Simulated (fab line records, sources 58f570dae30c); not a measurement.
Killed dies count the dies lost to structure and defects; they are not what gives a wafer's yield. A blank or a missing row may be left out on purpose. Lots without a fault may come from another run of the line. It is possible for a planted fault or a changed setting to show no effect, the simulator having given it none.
What tool caused it?    flow berkeley-cmos170    at 1 step of a route of 331, 7 lots with 21 wafers sampled

== WHAT EACH GAUGE READ, for each wafer ==
UCB170_SDANNEAL_RS_MEAS_02: measurement is done with a four-point probe.
lot   measured      on             PSD_RS (ohm/sq)
L165  day 7 07:50   film-metro-02  75.8 75.9 75.8
L169  day 7 20:54   film-metro-03  75.4 75.9 75.9
L171  day 8 08:40   film-metro-01  75.6 75.6 75.6
L176  day 9 08:08   film-metro-01  75.6 75.6 75.8
L182  day 9 23:11   film-metro-01  75.4 75.9 75.7
L188  day 10 20:40  film-metro-02  76.2 76.1 75.7
L186  day 11 02:01  film-metro-03  75.7 75.6 75.6

== EACH LOT AND THE TOOL THAT RAN IT (in order: tool; ch and the chambers of the sampled wafers; start) ==
Before these readings, the record contains no process step.

== THE ANSWER, worked out from the rows above alone ==
Rule: what is usual is taken from the lots themselves. Put in order of their means at a reading, lots are off if they are a third of the lots or fewer, leave a main group of 4 or more, and stand apart from it by a gap of 3 or more times the standard deviation of the main group's means; of several such gaps the widest counts. The tables above print the reading to a certain number of digits; a main group whose means all agree to those digits is not used. Also off: a lot with no number at a reading for which 4 or more lots have one. All remaining lots with rows at the step are treated as sound.
No lot is off on any of the readings shown, so nothing can be concluded from this.

== WHAT THE SIMULATOR HAD PUT IN ==
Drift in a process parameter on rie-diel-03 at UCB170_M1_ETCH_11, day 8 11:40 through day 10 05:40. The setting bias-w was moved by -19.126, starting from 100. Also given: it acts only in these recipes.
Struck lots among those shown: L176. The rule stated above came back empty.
